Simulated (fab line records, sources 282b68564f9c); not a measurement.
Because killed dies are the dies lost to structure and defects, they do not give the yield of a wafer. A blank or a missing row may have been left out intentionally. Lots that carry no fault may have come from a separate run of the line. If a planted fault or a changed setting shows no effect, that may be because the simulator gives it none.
fab line records -- flow rit_cmos
[record] lots = 6, wafers = 18, last_day = 7
route steps=202 shown PWELL@42 WELLDRIVE@50 NWELL@51 NRETRO@53 M1@202
lots that met no fault: taken from a fault-free run of the same line
start_h: start of the lot's first displayed wafer, in hours after the record's first day -- wait_h: hours since the lot's step before -- " as in the row above -- L1.1+2: one row covering several wafers at once -- - no value, or no start given -- * or withheld: withheld -- < > ~ a bound
route shown NAME@n: NAME is a module with steps in the file, n the number in the route of the first one -- usual: average and standard deviation across the fault-free wafers -- same: alike in all rows -- chamber/n: place in a boat -- sites: readings site by site -- _std_site: their standard deviation -- _edge_site: inner sites' mean taken away from outer sites' mean -- radius_mm: how far each site lies from the wafer's centre -- mask NAME#n: copy n -- behind: tool/chamber where the wafer was last shaped -- hold: what put the lot on hold/how long, in hours/how the hold closed -- device: which transistor (n, p or np) failed to switch -- end of line: tests run on the same wafers once the route is complete -- where a step has no rows: the recipe by itself -- killed: dies lost to structure and defects at the first sort, not the wafer's yield -- map: a wafer's dies, x killed, . not, _ none there
set.NAME: the run value of the setting; set.NAME@STEP: its run value at that earlier step -- model.NAME: the simulator's own value behind a step, which no gauge read
lots at selected steps of the route; one table per step, one row per wafer
services: a tool's chamber out of use, with start hour (start_h, from the record's first day; less than 0 if before it), hours out, and reason
[[steps]]
[step RIT_PWELL_EXPOSE_03]
[recipe] mask_id = M3, na = 0.57, target_cd_nm = 43700, dose_mj = 250
[step RIT_PWELL_PEB_04]
[recipe] resist = NOVOLAK, temp_c = withheld, time_s = withheld
[step RIT_PWELL_DEVELOP_05]
[recipe] resist = NOVOLAK, develop_time_s = 68, dev_temp_c = 23
[step RIT_PWELL_OVL_MEAS_06]
[usual] PWELL_OVL = 0.1/1.5
lot.wafer,tool,chamber,start_h,wait_h,PWELL_OVL[nm]
L183.1,overlay-02,-,27.44,-,1.0
L183.2,overlay-02,-,27.44,-,-0.3
L183.4,overlay-02,-,27.44,-,1.3
L190.1,overlay-01,-,65.22,-,-1.0
L190.2,overlay-01,-,65.22,-,-1.3
L190.6,overlay-01,-,65.22,-,-0.6
L192.2,overlay-02,-,73.70,-,-0.9
L192.3,overlay-02,-,73.70,-,1.0
L192.6,overlay-02,-,73.70,-,-0.8
L201.3,overlay-01,-,119.29,-,-0.1
L201.4,overlay-01,-,119.29,-,2.3
L201.6,overlay-01,-,119.29,-,1.9
L202.1,overlay-01,-,122.06,-,0.0
L202.2,overlay-01,-,122.06,-,0.6
L202.6,overlay-01,-,122.06,-,1.1
L204.1,overlay-01,-,131.97,-,-0.5
L204.2,overlay-01,-,131.97,-,1.1
L204.6,overlay-01,-,131.97,-,0.3
[step RIT_PWELL_HARDBAKE_07]
[recipe] resist = NOVOLAK, temp_c = 140, time_s = 120
[step RIT_PWELL_IMPLANT_08]
[recipe] species = B, energy_kev = 170, dose_cm2 = 7e+13, tilt_deg = 7
[step RIT_PWELL_STRIP_09]
[recipe] chemistry = O2, time_s = 180, resist = NOVOLAK, platen_temp_c = withheld, power_w = 500, pressure_mtorr = 4000, o2_flow_sccm = 4000
[usual] drypump_motor_current_A = 5.8/0.52
lot.wafer,tool,chamber,start_h,wait_h,drypump_motor_current_A,rf_hours_counter_h
L183.1,plasma_asher-03,0,27.87,0.1,6.7,40
L183.2,plasma_asher-03,1,27.87,0.1,5.4,40
L183.4,plasma_asher-03,0,27.87,0.1,6.7,-
L190.1,plasma_asher-02,1,65.66,0.1,5.7,40
L190.2,plasma_asher-02,0,65.66,0.1,5.4,40
L190.6,plasma_asher-02,0,65.66,0.1,5.5,-
L192.2,plasma_asher-01,0,74.13,0.1,5.3,42
L192.3,plasma_asher-01,0,74.13,0.1,5.3,-
L192.6,plasma_asher-01,1,74.13,0.1,6.3,-
L201.3,plasma_asher-01,0,119.78,0.1,5.4,-
L201.4,plasma_asher-01,1,119.78,0.1,6.3,-
L201.6,plasma_asher-01,0,119.78,0.1,5.3,-
L202.1,plasma_asher-01,1,122.49,0.1,6.3,47
L202.2,plasma_asher-01,0,122.49,0.1,5.3,47
L202.6,plasma_asher-01,1,122.49,0.1,6.3,-
L204.1,plasma_asher-03,0,132.41,0.1,6.7,50
L204.2,plasma_asher-03,1,132.41,0.1,5.4,50
L204.6,plasma_asher-03,1,132.41,0.1,5.5,-
[step RIT_PWELL_TW_MEAS_10]
[usual] PWELL_TW = 945/9.4
lot.wafer,tool,chamber,start_h,wait_h,PWELL_TW
L183.1,film_metro-02,-,28.05,0.1,933
L183.2,film_metro-02,-,28.05,0.1,925
L183.4,film_metro-02,-,28.05,0.1,929
L190.1,film_metro-02,-,65.83,0.1,934
L190.2,film_metro-02,-,65.83,0.1,935
L190.6,film_metro-02,-,65.83,0.1,935
L192.2,film_metro-01,-,74.31,0.1,951
L192.3,film_metro-01,-,74.31,0.1,950
L192.6,film_metro-01,-,74.31,0.1,952
L201.3,film_metro-01,-,119.91,0.1,950
L201.4,film_metro-01,-,119.91,0.1,950
L201.6,film_metro-01,-,119.91,0.1,947
L202.1,film_metro-02,-,122.67,0.1,935
L202.2,film_metro-02,-,122.67,0.1,936
L202.6,film_metro-02,-,122.67,0.1,932
L204.1,film_metro-04,-,132.59,0.1,951
L204.2,film_metro-04,-,132.59,0.1,947
L204.6,film_metro-04,-,132.59,0.1,953
[step RIT_WELLDRIVE_ANNEAL_00]
[recipe] temp_c = 1100, time_s = 14700, ambient = N2
[step RIT_WELLDRIVE_RS_MEAS_01]
[recipe] thk_meas_gauge = four-point-probe
[usual] NWELL_RS = 275.5/0.7
lot.wafer,tool,chamber,start_h,wait_h,NWELL_RS[ohm/sq]
L183.1,film_metro-01,-,33.52,0.0,275.6
L183.2,film_metro-01,-,33.52,0.0,276.9
L183.4,film_metro-01,-,33.52,0.0,276.1
L190.1,film_metro-02,-,71.10,0.0,275.4
L190.2,film_metro-02,-,71.10,0.0,276.0
L190.6,film_metro-02,-,71.10,0.0,275.4
L192.2,film_metro-02,-,79.47,0.0,275.8
L192.3,film_metro-02,-,79.47,0.0,275.0
L192.6,film_metro-02,-,79.47,0.0,276.1
L201.3,film_metro-02,-,125.08,0.0,275.4
L201.4,film_metro-02,-,125.08,0.0,275.6
L201.6,film_metro-02,-,125.08,0.0,276.5
L202.1,film_metro-01,-,127.81,0.0,275.5
L202.2,film_metro-01,-,127.81,0.0,275.8
L202.6,film_metro-01,-,127.81,0.0,275.4
L204.1,film_metro-04,-,138.01,0.0,275.1
L204.2,film_metro-04,-,138.01,0.0,275.0
L204.6,film_metro-04,-,138.01,0.0,275.5
[step RIT_WELLDRIVE_RS_MEAS_02]
[recipe] thk_meas_gauge = four-point-probe
[usual] PWELL_RS = 429.6/1
lot.wafer,tool,chamber,start_h,wait_h,PWELL_RS[ohm/sq]
L183.1,film_metro-01,-,33.64,0.1,431.3
L183.2,film_metro-01,-,33.64,0.1,431.7
L183.4,film_metro-01,-,33.64,0.1,429.9
L190.1,film_metro-02,-,71.22,0.1,428.0
L190.2,film_metro-02,-,71.22,0.1,427.9
L190.6,film_metro-02,-,71.22,0.1,429.1
L192.2,film_metro-02,-,79.59,0.1,429.7
L192.3,film_metro-02,-,79.59,0.1,429.9
L192.6,film_metro-02,-,79.59,0.1,430.0
L201.3,film_metro-02,-,125.20,0.1,428.5
L201.4,film_metro-02,-,125.20,0.1,428.7
L201.6,film_metro-02,-,125.20,0.1,429.7
L202.1,film_metro-01,-,127.93,0.1,429.5
L202.2,film_metro-01,-,127.93,0.1,429.1
L202.6,film_metro-01,-,127.93,0.1,429.9
L204.1,film_metro-04,-,138.13,0.1,431.1
L204.2,film_metro-04,-,138.13,0.1,430.4
L204.6,film_metro-04,-,138.13,0.1,429.9
[step RIT_NRETRO_HMDS_00]
[recipe] prime_time_s = 60, prime_temp_c = 140
[step RIT_NRETRO_COAT_01]
[recipe] resist = NOVOLAK, spin_rpm = 2000, resist_thk_nm = 1300
[usual] chill_plate_temp_C = 23.01/0.12
lot.wafer,tool,chamber,start_h,wait_h,chill_plate_temp_C,model.NOVOLAK_of_NRETRO_COAT_01.thk_nm
L183.1,litho_track-03,0,33.91,0.1,23.06,1301
L183.2,litho_track-03,0,33.91,0.1,23.08,1301
L183.4,litho_track-03,0,33.91,0.1,23.06,1299
L190.1,litho_track-03,0,71.49,0.1,23.05,1369
L190.2,litho_track-03,0,71.49,0.1,23.00,1364
L190.6,litho_track-03,0,71.49,0.1,23.04,1361
L192.2,litho_track-03,0,79.92,0.1,22.88,1368
L192.3,litho_track-03,0,79.92,0.1,22.80,1374
L192.6,litho_track-03,0,79.92,0.1,22.68,1373
L201.3,litho_track-04,0,125.48,0.1,22.90,1297
L201.4,litho_track-04,0,125.48,0.1,23.18,1297
L201.6,litho_track-04,0,125.48,0.1,23.14,1297
L202.1,litho_track-02,0,128.28,0.1,22.96,1297
L202.2,litho_track-02,0,128.28,0.1,22.83,1301
L202.6,litho_track-02,0,128.28,0.1,22.87,1299
L204.1,litho_track-04,0,138.40,0.1,23.08,1297
L204.2,litho_track-04,0,138.40,0.1,23.19,1297
L204.6,litho_track-04,0,138.40,0.1,23.02,1298
[step RIT_NRETRO_SOFTBAKE_02]
[recipe] resist = NOVOLAK, temp_c = 90, time_s = 60
[step RIT_NRETRO_EXPOSE_03]
[recipe] mask_id = M4, na = 0.57, target_cd_nm = 43900, dose_mj = 250
[step RIT_NRETRO_PEB_04]
[recipe] resist = NOVOLAK, temp_c = withheld, time_s = withheld
[step RIT_NRETRO_DEVELOP_05]
[recipe] resist = NOVOLAK, develop_time_s = 68, dev_temp_c = 23
[step RIT_NRETRO_OVL_MEAS_06]
[usual] NRETRO_OVL = 0.0/1.4
lot.wafer,tool,chamber,start_h,wait_h,NRETRO_OVL[nm]
L183.1,overlay-01,-,34.77,-,-1.2
L183.2,overlay-01,-,34.77,-,0.3
L183.4,overlay-01,-,34.77,-,-0.2
L190.1,overlay-01,-,72.22,-,-0.9
L190.2,overlay-01,-,72.22,-,-0.4
L190.6,overlay-01,-,72.22,-,-1.0
L192.2,overlay-02,-,80.66,-,1.0
L192.3,overlay-02,-,80.66,-,1.4
L192.6,overlay-02,-,80.66,-,0.4
L201.3,overlay-02,-,126.29,-,1.0
L201.4,overlay-02,-,126.29,-,-0.4
L201.6,overlay-02,-,126.29,-,0.0
L202.1,overlay-02,-,129.13,-,1.6
L202.2,overlay-02,-,129.13,-,0.1
L202.6,overlay-02,-,129.13,-,0.7
L204.1,overlay-01,-,139.27,-,-2.0
L204.2,overlay-01,-,139.27,-,0.3
L204.6,overlay-01,-,139.27,-,0.9
[step RIT_NRETRO_HARDBAKE_07]
[recipe] resist = NOVOLAK, temp_c = 140, time_s = 120
[usual] chill_plate_temp_C = 23.01/0.1
lot.wafer,tool,chamber,start_h,wait_h,chill_plate_temp_C,model.NOVOLAK_of_NRETRO_COAT_01.thk_nm
L183.1,litho_track-03,0,34.80,0.0,23.02,1138
L183.2,litho_track-03,0,34.80,0.0,22.88,1137
L183.4,litho_track-03,0,34.80,0.0,23.09,1136
L190.1,litho_track-04,0,72.26,0.0,23.00,1196
L190.2,litho_track-04,0,72.26,0.0,23.14,1192
L190.6,litho_track-04,0,72.26,0.0,22.93,1189
L192.2,litho_track-02,0,80.73,0.1,22.97,1195
L192.3,litho_track-02,0,80.73,0.1,23.12,1201
L192.6,litho_track-02,0,80.73,0.1,23.15,1199
L201.3,litho_track-04,0,126.40,0.1,23.10,1134
L201.4,litho_track-04,0,126.40,0.1,23.02,1134
L201.6,litho_track-04,0,126.40,0.1,23.12,1135
L202.1,litho_track-03,0,129.17,0.0,23.01,1134
L202.2,litho_track-03,0,129.17,0.0,23.08,1137
L202.6,litho_track-03,0,129.17,0.0,22.76,1136
L204.1,litho_track-03,0,139.30,0.0,22.79,1135
L204.2,litho_track-03,0,139.30,0.0,22.99,1134
L204.6,litho_track-03,0,139.30,0.0,22.90,1135
[step RIT_NRETRO_IMPLANT_08]
[recipe] species = P, energy_kev = 70, dose_cm2 = 1e+13, tilt_deg = 7
[step RIT_M1_PROBE_99]
[usual] killed_at_contacts = 0.1/0.24, killed_at_front_end = 7/3.1, killed_dies = 7/3.1, killed_open = 3.3/2, killed_short = 3.4/2.1
[same] gross_dies = 264, killed_at_M0_to_M3 = 0, killed_at_M4_up = 0, killed_at_back_side = 0, killed_at_other = 0
lot.wafer,tool,chamber,start_h,wait_h,killed_at_contacts,killed_at_front_end,killed_dies,killed_open,killed_short
L183.1,prober-02,-,62.23,0.1,0,12,12,7,5
L183.2,prober-02,-,62.28,0.1,0,11,11,7,4
L183.4,prober-02,-,62.38,0.2,0,15,15,8,7
L190.1,prober-01,-,102.16,0.1,1,3,4,2,2
L190.2,prober-01,-,102.21,0.1,0,2,2,2,0
L190.6,prober-01,-,102.41,0.2,0,4,4,3,1
L192.2,prober-02,-,110.46,0.1,0,9,9,4,5
L192.3,prober-02,-,110.51,0.2,0,6,6,3,3
L192.6,prober-02,-,110.66,0.2,0,9,9,2,7
L201.3,prober-01,-,153.77,0.2,0,6,6,3,3
L201.4,prober-01,-,153.82,0.2,0,4,4,1,3
L201.6,prober-01,-,153.92,0.2,0,12,12,5,7
L204.1,prober-02,-,170.38,0.1,0,5,5,0,5
L204.2,prober-02,-,170.43,0.1,0,1,1,0,1
L204.6,prober-02,-,170.63,0.2,0,8,8,4,4
// killed by level:class
L183.1 GATE:geometric_particle:short=4 GATE:geometric_particle:open=2 SPACER:geometric_particle:open=2 FOX1:geometric_particle:open=1 REOX:geometric_particle:open=1 SILICIDE:geometric_particle:short=1 SILICIDE:geometric_particle:open=1
L183.2 GATE:geometric_particle:open=3 REOX:geometric_particle:open=2 FOX1:geometric_particle:open=1 GATE:geometric_particle:short=1 REOX:geometric_particle:short=1 SPACER:geometric_particle:short=1 SILICIDE:geometric_particle:open=1 SILICIDE:geometric_particle:short=1
L183.4 SILICIDE:geometric_particle:open=4 FOX1:geometric_particle:short=3 GATE:geometric_particle:open=3 GATE:geometric_particle:short=2 FOX1:geometric_particle:open=1 SPACER:geometric_particle:short=1 SILICIDE:geometric_particle:short=1
L190.1 FOX1:geometric_particle:open=1 FOX1:geometric_particle:short=1 GATE:geometric_particle:short=1 CONTACT:geometric_particle:open=1
L190.2 GATE:geometric_particle:open=2
L190.6 GATE:geometric_particle:open=2 FOX1:geometric_particle:open=1 REOX:geometric_particle:short=1
L192.2 SILICIDE:geometric_particle:short=3 GATE:geometric_particle:short=2 GATE:geometric_particle:open=1 REOX:geometric_particle:open=1 SPACER:geometric_particle:open=1 SILICIDE:geometric_particle:open=1
L192.3 GATE:geometric_particle:short=2 FOX1:geometric_particle:open=1 FOX1:geometric_particle:short=1 SPACER:geometric_particle:open=1 SILICIDE:geometric_particle:open=1
L192.6 GATE:geometric_particle:short=3 SILICIDE:geometric_particle:short=3 FOX1:geometric_particle:open=1 REOX:geometric_particle:open=1 REOX:geometric_particle:short=1
L201.3 FOX2:geometric_particle:open=2 FOX1:geometric_particle:short=1 SPACER:geometric_particle:open=1 SPACER:geometric_particle:short=1 SILICIDE:geometric_particle:short=1
L201.4 FOX1:geometric_particle:short=1 GATE:geometric_particle:short=1 GATE:geometric_particle:open=1 SPACER:geometric_particle:short=1
L201.6 FOX1:geometric_particle:short=5 FOX1:geometric_particle:open=2 SILICIDE:geometric_particle:short=2 GATE:geometric_particle:open=1 REOX:geometric_particle:open=1 SILICIDE:geometric_particle:open=1
L204.1 GATE:geometric_particle:short=2 FOX1:geometric_particle:short=1 FOX2:geometric_particle:short=1 SILICIDE:geometric_particle:short=1
L204.2 SPACER:geometric_particle:short=1
L204.6 GATE:geometric_particle:short=3 GATE:geometric_particle:open=2 SPACER:geometric_particle:open=1 SPACER:geometric_particle:short=1 SILICIDE:geometric_particle:open=1
[[services]]
tool,chamber,start_h,hours,kind
plasma_asher-03,-,29.45,3.2,repair
plasma_asher-02,-,108.75,9.0,pm
plasma_asher-02,0,108.75,9.0,vent_cycle
plasma_asher-02,1,108.75,9.0,vent_cycle
plasma_asher-03,-,117.44,8.2,repair
plasma_asher-02,0,117.75,-,clean
plasma_asher-02,1,117.75,-,clean
[[key]]
first_sign none at tools or gauges
[model_effect] step = RIT_NRETRO_COAT_01, value = NOVOLAK_of_NRETRO_COAT_01.thk_nm, without = 1302, struck = 1368
[model_effect] step = RIT_NRETRO_HARDBAKE_07, value = NOVOLAK_of_NRETRO_COAT_01.thk_nm, without = 1138, struck = 1196
met_at RIT_NRETRO_COAT_01
struck_wafers L190.1,L190.2,L190.6,L192.2,L192.3,L192.6
tester_left_out L190,L192
onset_between 33.91 71.49
[fault] kind = process_parameter_drift, tool = litho_track-03, chamber = -, onset_h = 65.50, steps = RIT_NRETRO_COAT_01, channel = resist_thk_nm, offset = 66.236, shape = step, end_h = 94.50, acts_in = these_recipes_only, stated = 1300
// tester_left_out: of these lots the tester's yield and bins aren't shown, on N5 and GAA mostly nor the transistor test; their killed dies are dies lost to structure and defects alone, not to doping, threshold or leakage, so they don't give the yield
